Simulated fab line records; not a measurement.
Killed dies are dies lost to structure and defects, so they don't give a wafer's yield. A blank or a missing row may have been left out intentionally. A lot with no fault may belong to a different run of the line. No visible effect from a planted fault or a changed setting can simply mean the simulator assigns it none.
Struck lot and sound lot, side by side    flow berkeleyCmos170    21 steps out of a route of 331
Sound: wafers L997.2, L997.4, L997.6. Wafers L109.1, L109.3, L109.4 were the ones struck. The cause comes at the end.
Each step with rows lists, per side, the tool, then ch with its chambers, then its first start. Under that, the readings that differ: sound wafers    struck wafers    difference of the means    sigmas: that difference in standard deviations of wafers without a fault.
alike: readings whose means differ by less than 2 such deviations, and words and numbers that are the same on both sides. not compared: withheld readings, readings that some wafer has no value for, bounds like >300 that may hide the same value, and numbers for which the record gives no deviation and whose values overlap.
Wherever a step has rows on one side only, a row that says differs or no value, or a row with sigmas, the two part there. When numbers do not overlap yet have no deviation, they are printed without sigmas and do not part them. A reading that every wafer of one side lacks parts them only if that side has two wafers or more.

first, 1 step without rows for these wafers: UCB170_PVT_IMPLANT_07.
UCB170_PVT_STRIP_08: strips in O2.
  sound on plasmaAsher-01 ch 0,1, day 7 05:52; struck on plasmaAsher-02 ch 0,1, day 9 07:10
reading                   sound              struck             difference  sigmas
stripTimeToEndpointS (s)  21.72 21.72 21.68  21.56 21.61 21.60  -0.12       -2
  alike: drypumpMotorCurrentA, o2FlowSccm, oesProductAu
  not compared: rfHoursCounterH
UCB170_PVT_TW_MEAS_09:
  sound: filmMetro-02 at day 7 05:59; struck: filmMetro-03 at day 9 07:16
  alike: PVT_TW
then, 1 step without rows for these wafers: UCB170_GATE_WET_ETCH_00 (etches SiO2 in dHF, time 200 s).
UCB170_FIELD_THK_MEAS_91:
  sound: filmMetro-03 at day 7 06:07; struck: filmMetro-02 at day 9 07:41
  alike: FIELD_OXIDE_LEFT_2_THK
then, 1 step without rows for these wafers: UCB170_GATE_OXIDATION_01 (target thk 6.6 nm, ox time 1800 s).
UCB170_GATE_THK_MEAS_02:
  sound: filmMetro-03 at day 7 10:39; struck: filmMetro-02 at day 9 14:00
  alike: GATE_OXIDE_THK
then, 2 steps without rows for these wafers: UCB170_GATE_ANNEAL_03 (time 1800 s); UCB170_GATE_CVD_04 (deposits poly-Si from SiH4, time 1440 s, target thk 214 nm).
UCB170_GATE_THK_MEAS_05:
  sound: filmMetro-04 at day 7 17:53; struck: filmMetro-03 at day 10 00:16
  alike: GATE_POLY_THK
then, 2 steps without rows for these wafers: UCB170_GATE_COAT_06; UCB170_GATE_COAT_07 (resist thk 900 nm).
UCB170_GATE_SOFTBAKE_08: time 60 s.
  sound on lithoTrack-01 ch 0, day 7 18:00; struck on lithoTrack-04 ch 0, day 10 00:00
reading                sound              struck             difference  sigmas
heaterPowerTotalW (W)  56.82 56.81 56.79  60.79 60.74 60.67  +3.93       +96
runLengthS (s)         89.44 89.16 89.25  75.98 76.03 76.14  -13.23      -74
  alike: chillPlateTempC
then, 3 steps without rows for these wafers: UCB170_GATE_EXPOSE_09 (exposes mask POLY, target cd 350 nm); UCB170_GATE_PEB_10; UCB170_GATE_DEVELOP_11 (develop time 45 s).
UCB170_GATE_CD_MEAS_12: target cd 350 nm.
  sound: cdSem-02 at day 7 19:40; struck: cdSem-02 at day 10 01:57
reading    sound              struck             difference  sigmas
cdNm (nm)  347.7 346.5 349.1  350.5 352.0 351.9  +3.7        +2
UCB170_GATE_OVL_MEAS_13:
  sound: overlay-02 at day 7 19:47; struck: overlay-02 at day 10 02:04
  alike: GATE_OVL
UCB170_GATE_ETCH_14: etches BARC in N2/H2.
  sound on rieDiel-03 ch 0,1,2, day 7 19:49; struck on rieDiel-01 ch 0,1,2, day 10 02:07
  alike: drypumpMotorCurrentA, oesProductAu, throttleValvePct
UCB170_GATE_ETCH_15: etches poly-Si in HBr/Cl2, stops on SiO2, time 56.3 s, target depth 278.2 nm.
  sound on rieSi-01 ch 1,3, day 7 19:51; struck on rieSi-01 ch 0,1,2, day 10 02:09
reading               sound              struck             difference  sigmas
model.GATE.cdNm (nm)  347.3 346.5 348.6  349.4 351.7 351.6  +3.4        
  alike: HBr_flow_sccm, drypumpMotorCurrentA, heBacksideLeakSccm, mfcCl2Sccm, oesProductAu, throttleValvePct
  not compared: rfHoursCounterH
UCB170_GATE_STRIP_16: strips in O2.
  sound on plasmaAsher-03 ch 0,1, day 7 19:54; struck on plasmaAsher-04 ch 0,1, day 10 02:12
  alike: drypumpMotorCurrentA, o2FlowSccm, oesProductAu
  not compared: rfHoursCounterH

## WHERE THEY PART
Last at UCB170_GATE_CD_MEAS_12 as far as this record goes, first at UCB170_PVT_STRIP_08. Later steps at which nothing parts them and some readings are alike: UCB170_GATE_OVL_MEAS_13, UCB170_GATE_ETCH_14, UCB170_GATE_ETCH_15, UCB170_GATE_STRIP_16.

WHY: whatever the simulator had introduced
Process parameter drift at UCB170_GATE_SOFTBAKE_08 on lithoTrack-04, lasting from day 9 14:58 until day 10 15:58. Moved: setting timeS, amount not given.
